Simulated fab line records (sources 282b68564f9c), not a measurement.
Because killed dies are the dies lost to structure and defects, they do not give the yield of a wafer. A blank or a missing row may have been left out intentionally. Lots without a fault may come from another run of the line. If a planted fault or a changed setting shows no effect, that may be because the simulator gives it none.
Which of the tools did it? || flow rit cmos || 36 wafers from 12 lots sampled at 6 of the route's 202 steps

## WHAT EACH GAUGE READ, for each wafer
RIT_REOX_THK_MEAS_04.
{"lot": "L315", "measured": "day 3 12:36", "on": "film metro-01", "REOX_OXIDE_THK (nm)": "25.5 25.9 25.5"}
{"lot": "L316", "measured": "day 3 17:07", "on": "film metro-01", "REOX_OXIDE_THK (nm)": "25.6 25.6 26.0"}
{"lot": "L318", "measured": "day 4 00:46", "on": "film metro-01", "REOX_OXIDE_THK (nm)": "26.4 26.1 26.0"}
{"lot": "L317", "measured": "day 4 02:37", "on": "film metro-03", "REOX_OXIDE_THK (nm)": "25.1 25.0 25.1"}
{"lot": "L319", "measured": "day 4 06:29", "on": "film metro-01", "REOX_OXIDE_THK (nm)": "24.2 24.0 24.2"}
{"lot": "L320", "measured": "day 4 09:02", "on": "film metro-03", "REOX_OXIDE_THK (nm)": "25.4 25.5 25.2"}
{"lot": "L323", "measured": "day 5 05:20", "on": "film metro-03", "REOX_OXIDE_THK (nm)": "25.0 25.0 24.5"}
{"lot": "L324", "measured": "day 5 07:53", "on": "film metro-04", "REOX_OXIDE_THK (nm)": "25.0 25.4 25.3"}
{"lot": "L327", "measured": "day 5 20:10", "on": "film metro-03", "REOX_OXIDE_THK (nm)": "24.9 25.4 24.7"}
{"lot": "L330", "measured": "day 6 12:36", "on": "film metro-01", "REOX_OXIDE_THK (nm)": "25.5 24.9 25.2"}
{"lot": "L332", "measured": "day 6 21:56", "on": "film metro-03", "REOX_OXIDE_THK (nm)": "25.4 24.8 25.3"}
{"lot": "L334", "measured": "day 7 11:41", "on": "film metro-04", "REOX_OXIDE_THK (nm)": "24.9 24.7 24.7"}

RIT_PSD_OVL_MEAS_06.
{"lot": "L315", "measured": "day 3 21:15", "on": "overlay-01", "PSD_OVL (nm)": "0.7 0.9 -0.3"}
{"lot": "L316", "measured": "day 4 01:14", "on": "overlay-01", "PSD_OVL (nm)": "0.1 0.0 -1.8"}
{"lot": "L318", "measured": "day 4 09:17", "on": "overlay-02", "PSD_OVL (nm)": "0.9 0.7 1.7"}
{"lot": "L317", "measured": "day 4 11:13", "on": "overlay-02", "PSD_OVL (nm)": "-1.8 -3.9 1.0"}
{"lot": "L319", "measured": "day 4 14:46", "on": "overlay-01", "PSD_OVL (nm)": "2.9 0.7 2.8"}
{"lot": "L320", "measured": "day 4 18:06", "on": "overlay-01", "PSD_OVL (nm)": "-0.6 -2.6 0.2"}
{"lot": "L323", "measured": "day 5 13:19", "on": "overlay-02", "PSD_OVL (nm)": "0.1 1.8 0.5"}
{"lot": "L324", "measured": "day 5 16:14", "on": "overlay-02", "PSD_OVL (nm)": "3.0 2.8 3.3"}
{"lot": "L327", "measured": "day 6 04:05", "on": "overlay-01", "PSD_OVL (nm)": "1.6 -1.5 1.5"}
{"lot": "L330", "measured": "day 6 20:32", "on": "overlay-02", "PSD_OVL (nm)": "-0.6 -1.1 1.4"}
{"lot": "L332", "measured": "day 7 06:06", "on": "overlay-01", "PSD_OVL (nm)": "0.5 -0.6 1.9"}
{"lot": "L334", "measured": "day 7 20:01", "on": "overlay-01", "PSD_OVL (nm)": "-1.4 -1.5 -0.5"}

RIT_M1_RS_MEAS_01: uses a four-point probe to measure.
{"lot": "L315", "measured": "day 4 01:53", "on": "film metro-02", "M1_AL_RS (ohm/sq)": "0.0732 0.0722 0.0716"}
{"lot": "L316", "measured": "day 4 05:59", "on": "film metro-04", "M1_AL_RS (ohm/sq)": "0.0724 0.0730 0.0732"}
{"lot": "L318", "measured": "day 4 14:29", "on": "film metro-01", "M1_AL_RS (ohm/sq)": "0.0727 0.0735 0.0727"}
{"lot": "L317", "measured": "day 4 16:23", "on": "film metro-01", "M1_AL_RS (ohm/sq)": "0.0746 0.0739 0.0751"}
{"lot": "L319", "measured": "day 4 20:00", "on": "film metro-01", "M1_AL_RS (ohm/sq)": "0.0733 0.0733 0.0727"}
{"lot": "L320", "measured": "day 4 23:00", "on": "film metro-04", "M1_AL_RS (ohm/sq)": "0.0729 0.0730 0.0725"}
{"lot": "L323", "measured": "day 5 18:15", "on": "film metro-02", "M1_AL_RS (ohm/sq)": "0.0734 0.0730 0.0729"}
{"lot": "L324", "measured": "day 5 21:34", "on": "film metro-02", "M1_AL_RS (ohm/sq)": "0.0791 0.0795 0.0803 0.0795 0.0799 0.0803"}
{"lot": "L327", "measured": "day 6 08:50", "on": "film metro-04", "M1_AL_RS (ohm/sq)": "0.0789 0.0788 0.0793 0.0789 0.0788 0.0793"}
{"lot": "L330", "measured": "day 7 01:16", "on": "film metro-02", "M1_AL_RS (ohm/sq)": "0.0738 0.0731 0.0726"}
{"lot": "L332", "measured": "day 7 11:04", "on": "film metro-01", "M1_AL_RS (ohm/sq)": "0.0725 0.0730 0.0735"}
{"lot": "L334", "measured": "day 8 00:48", "on": "film metro-04", "M1_AL_RS (ohm/sq)": "0.0717 0.0715 0.0715"}

RIT_M1_THK_MEAS_02: measures by xrf.
{"lot": "L315", "measured": "day 4 01:59", "on": "film metro-02", "M1_AL_THK (nm)": "402 410 412"}
{"lot": "L316", "measured": "day 4 06:05", "on": "film metro-04", "M1_AL_THK (nm)": "405 402 404"}
{"lot": "L318", "measured": "day 4 14:36", "on": "film metro-01", "M1_AL_THK (nm)": "411 406 410"}
{"lot": "L317", "measured": "day 4 16:30", "on": "film metro-01", "M1_AL_THK (nm)": "399 401 397"}
{"lot": "L319", "measured": "day 4 20:06", "on": "film metro-01", "M1_AL_THK (nm)": "406 409 412"}
{"lot": "L320", "measured": "day 4 23:07", "on": "film metro-04", "M1_AL_THK (nm)": "404 403 406"}
{"lot": "L323", "measured": "day 5 18:22", "on": "film metro-02", "M1_AL_THK (nm)": "403 403 403"}
{"lot": "L324", "measured": "day 5 23:05", "on": "film metro-02", "M1_AL_THK (nm)": "372 371 370 373 371 367"}
{"lot": "L327", "measured": "day 6 13:04", "on": "film metro-04", "M1_AL_THK (nm)": "373 376 374 376 376 373"}
{"lot": "L330", "measured": "day 7 01:22", "on": "film metro-02", "M1_AL_THK (nm)": "402 406 409"}
{"lot": "L332", "measured": "day 7 11:11", "on": "film metro-01", "M1_AL_THK (nm)": "411 404 402"}
{"lot": "L334", "measured": "day 8 00:55", "on": "film metro-04", "M1_AL_THK (nm)": "413 412 414"}

## WHICH TOOL RAN EACH LOT (tool, then ch and the chambers of the sampled wafers, then the start)
{"lot": "L315", "RIT_PLDD_STRIP_09": "plasma asher-03 ch 0,1, day 3 16:01", "RIT_M1_SPUTTER_00": "pvd sputter-03, day 4 01:33"}
{"lot": "L316", "RIT_PLDD_STRIP_09": "plasma asher-04 ch 0,1, day 3 20:01", "RIT_M1_SPUTTER_00": "pvd sputter-03, day 4 05:40"}
{"lot": "L318", "RIT_PLDD_STRIP_09": "plasma asher-03 ch 0,1, day 4 03:41", "RIT_M1_SPUTTER_00": "pvd sputter-04, day 4 14:11"}
{"lot": "L317", "RIT_PLDD_STRIP_09": "plasma asher-03 ch 0,1, day 4 05:40", "RIT_M1_SPUTTER_00": "pvd sputter-03, day 4 16:05"}
{"lot": "L319", "RIT_PLDD_STRIP_09": "plasma asher-03 ch 0,1, day 4 09:29", "RIT_M1_SPUTTER_00": "pvd sputter-04, day 4 19:40"}
{"lot": "L320", "RIT_PLDD_STRIP_09": "plasma asher-04 ch 0,1, day 4 12:01", "RIT_M1_SPUTTER_00": "pvd sputter-03, day 4 22:41"}
{"lot": "L323", "RIT_PLDD_STRIP_09": "plasma asher-03 ch 0,1, day 5 08:08", "RIT_M1_SPUTTER_00": "pvd sputter-03, day 5 17:57"}
{"lot": "L324", "RIT_PLDD_STRIP_09": "plasma asher-04 ch 0,1, day 5 10:48", "RIT_M1_SPUTTER_00": "pvd sputter-03, day 5 21:16"}
{"lot": "L327", "RIT_PLDD_STRIP_09": "plasma asher-03 ch 0,1, day 5 22:59", "RIT_M1_SPUTTER_00": "pvd sputter-03, day 6 08:30"}
{"lot": "L330", "RIT_PLDD_STRIP_09": "plasma asher-01 ch 0, day 6 15:31", "RIT_M1_SPUTTER_00": "pvd sputter-02, day 7 00:57"}
{"lot": "L332", "RIT_PLDD_STRIP_09": "plasma asher-01 ch 0,1, day 7 00:43", "RIT_M1_SPUTTER_00": "pvd sputter-02, day 7 10:46"}
{"lot": "L334", "RIT_PLDD_STRIP_09": "plasma asher-03 ch 0,1, day 7 14:41", "RIT_M1_SPUTTER_00": "pvd sputter-04, day 8 00:29"}
- RIT_PLDD_STRIP_09: strips in O2, time 180 s.
- RIT_M1_SPUTTER_00: material Al, target thk 400 nm, time 500 s.

## AS READ BY THE TOOLS THEMSELVES (means over the sampled wafers that have a number; for cases with no such wafer, the mark the record gives instead)
RIT_PLDD_STRIP_09.
{"lot": "L315", "tool": "plasma asher-03", "drypump motor current A (A)": 6.2}
{"lot": "L316", "tool": "plasma asher-04", "drypump motor current A (A)": 5.8}
{"lot": "L318", "tool": "plasma asher-03", "drypump motor current A (A)": 6.1}
{"lot": "L317", "tool": "plasma asher-03", "drypump motor current A (A)": 5.9}
{"lot": "L319", "tool": "plasma asher-03", "drypump motor current A (A)": 6.2}
{"lot": "L320", "tool": "plasma asher-04", "drypump motor current A (A)": 5.6}
{"lot": "L323", "tool": "plasma asher-03", "drypump motor current A (A)": 5.9}
{"lot": "L324", "tool": "plasma asher-04", "drypump motor current A (A)": 5.8}
{"lot": "L327", "tool": "plasma asher-03", "drypump motor current A (A)": 6.2}
{"lot": "L330", "tool": "plasma asher-01", "drypump motor current A (A)": 6.6}
{"lot": "L332", "tool": "plasma asher-01", "drypump motor current A (A)": 5.6}
{"lot": "L334", "tool": "plasma asher-03", "drypump motor current A (A)": 6.2}

RIT_M1_SPUTTER_00.
{"lot": "L315", "tool": "pvd sputter-03", "throttle valve pct (%)": 29.4}
{"lot": "L316", "tool": "pvd sputter-03", "throttle valve pct (%)": 29.5}
{"lot": "L318", "tool": "pvd sputter-04", "throttle valve pct (%)": 30.9}
{"lot": "L317", "tool": "pvd sputter-03", "throttle valve pct (%)": 29.5}
{"lot": "L319", "tool": "pvd sputter-04", "throttle valve pct (%)": 30.3}
{"lot": "L320", "tool": "pvd sputter-03", "throttle valve pct (%)": 29.4}
{"lot": "L323", "tool": "pvd sputter-03", "throttle valve pct (%)": 29.4}
{"lot": "L324", "tool": "pvd sputter-03", "throttle valve pct (%)": 29.7}
{"lot": "L327", "tool": "pvd sputter-03", "throttle valve pct (%)": 29.5}
{"lot": "L330", "tool": "pvd sputter-02", "throttle valve pct (%)": 31.6}
{"lot": "L332", "tool": "pvd sputter-02", "throttle valve pct (%)": 30.4}
{"lot": "L334", "tool": "pvd sputter-04", "throttle valve pct (%)": 30.8}

## THE ANSWER, worked out from the rows above alone
Rule: the usual values come from the lots themselves. The widest of any qualifying gaps counts: lots, ordered by their means at a reading, are off when they make up no more than a third of the lots, leave a main group of 4 or more, and stand apart from it by 3 or more times the standard deviation of that group's means. If all means in a main group match to the digits the tables above print for the reading, that group is not used. A lot without any number at a reading at which 4 lots or more have one is off too. All remaining lots with rows at the step are treated as sound. The gauges are gone through in route order, then the tools' own readings, and for those a lot's mean is taken as printed above. At the first step where some lot is off, the reading lying furthest off is the one used; lots without a number count as furthest.
Off: L324, L327, seen at RIT_M1_RS_MEAS_01 (M1_AL_RS). For the main group the mean is 0.0729 ohm/sq and the standard deviation 0.0007.
A tool fits if, at a process step before that reading, it ran every lot that is off, and no sound lot after the first of them. Gauges at RIT_M1_RS_MEAS_01: tried the same way as those tools. One fits: pvd sputter-03 at RIT_M1_SPUTTER_00. Its last sound lot is L323 (day 5 17:57), its first lot that is off L324 (day 5 21:16): a fault that began between those two fits.

## WHAT WAS PUT IN BY THE SIMULATOR
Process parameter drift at RIT_M1_SPUTTER_00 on pvd sputter-03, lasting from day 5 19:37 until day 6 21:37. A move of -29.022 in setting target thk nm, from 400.
Lots struck among those shown: L324, L327. This agrees with what the rule above found.
